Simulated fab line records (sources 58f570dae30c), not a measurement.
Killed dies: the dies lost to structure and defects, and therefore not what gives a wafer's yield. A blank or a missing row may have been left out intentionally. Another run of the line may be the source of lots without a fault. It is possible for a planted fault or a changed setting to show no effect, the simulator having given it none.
Which tool is to blame? :: flow berkeley-cmos170 :: 21 wafers from 7 lots sampled at 4 of the route's 331 steps

WHAT EACH GAUGE READ, for each wafer
UCB170_V1_CD_MEAS_90 targets a cd of 700 nm.
lot: L138
measured: day 7 18:11
on: cd-sem-02
cd-nm (nm): 699.5 701.1 700.1

lot: L141
measured: day 8 11:58
on: cd-sem-02
cd-nm (nm): 698.5 701.7 698.7

lot: L145
measured: day 9 14:41
on: cd-sem-01
cd-nm (nm): 698.4 697.9 699.1

lot: L147
measured: day 10 03:35
on: cd-sem-01
cd-nm (nm): 696.7 698.5 697.8

lot: L153
measured: day 11 14:46
on: cd-sem-02
cd-nm (nm): 698.2 699.8 700.7

lot: L155
measured: day 11 21:24
on: cd-sem-02
cd-nm (nm): 698.5 695.4 699.5

lot: L158
measured: day 12 17:20
on: cd-sem-01
cd-nm (nm): 699.8 698.5 699.1

EACH LOT AND THE TOOL THAT RAN IT (in order: tool; ch and the chambers of the sampled wafers; start)
lot: L138
UCB170_V1_CMP_02: cmp-02 ch 0,2,3, day 7 15:58
UCB170_V1_ETCH_14: rie-diel-02 ch 0,1,2, day 7 17:53
UCB170_V1_STRIP_15: plasma-asher-04 ch 0,1, day 7 18:04

lot: L141
UCB170_V1_CMP_02: cmp-02 ch 1,2,3, day 8 08:25
UCB170_V1_ETCH_14: rie-diel-04 ch 0,2,3, day 8 11:40
UCB170_V1_STRIP_15: plasma-asher-03 ch 0,1, day 8 11:50

lot: L145
UCB170_V1_CMP_02: cmp-01 ch 0,1, day 9 12:11
UCB170_V1_ETCH_14: rie-diel-04 ch 0,1, day 9 14:23
UCB170_V1_STRIP_15: plasma-asher-02 ch 0,1, day 9 14:35

lot: L147
UCB170_V1_CMP_02: cmp-01 ch 1,2,3, day 10 01:09
UCB170_V1_ETCH_14: rie-diel-04 ch 0,1,2, day 10 03:19
UCB170_V1_STRIP_15: plasma-asher-02 ch 0,1, day 10 03:29

lot: L153
UCB170_V1_CMP_02: cmp-01 ch 0,1,2, day 11 12:26
UCB170_V1_ETCH_14: rie-diel-04 ch 1,2,3, day 11 14:28
UCB170_V1_STRIP_15: plasma-asher-04 ch 1, day 11 14:38

lot: L155
UCB170_V1_CMP_02: cmp-01 ch 1,2,3, day 11 19:22
UCB170_V1_ETCH_14: rie-diel-04 ch 1,2,3, day 11 21:07
UCB170_V1_STRIP_15: plasma-asher-03 ch 0,1, day 11 21:18

lot: L158
UCB170_V1_CMP_02: cmp-01 ch 1,3, day 12 14:42
UCB170_V1_ETCH_14: rie-diel-04 ch 1,2, day 12 17:04
UCB170_V1_STRIP_15: plasma-asher-04 ch 1, day 12 17:14
- UCB170_V1_CMP_02: polishes SiO2.
- UCB170_V1_ETCH_14: etches SiO2 in CHF3/CF4/Ar, stops on Al, target depth 1250 nm, time 291 s.
- UCB170_V1_STRIP_15: strips in O2.

THE ANSWER, worked out from the rows above alone
Rule: what is usual is taken from the lots themselves. Put in order of their means at a reading, lots are off if they are a third of the lots or fewer, leave a main group of 4 or more, and stand apart from it by a gap of 3 or more times the standard deviation of the main group's means; of several such gaps the widest counts. If all means in a main group match to the digits the tables above print for the reading, that group is not used. A lot without any number at a reading at which 4 lots or more have one is off too. Any other lot the step has rows for is counted as sound.
Across all readings shown, no lot is off: no conclusion can be drawn from this.

WHAT THE SIMULATOR HAD INSERTED
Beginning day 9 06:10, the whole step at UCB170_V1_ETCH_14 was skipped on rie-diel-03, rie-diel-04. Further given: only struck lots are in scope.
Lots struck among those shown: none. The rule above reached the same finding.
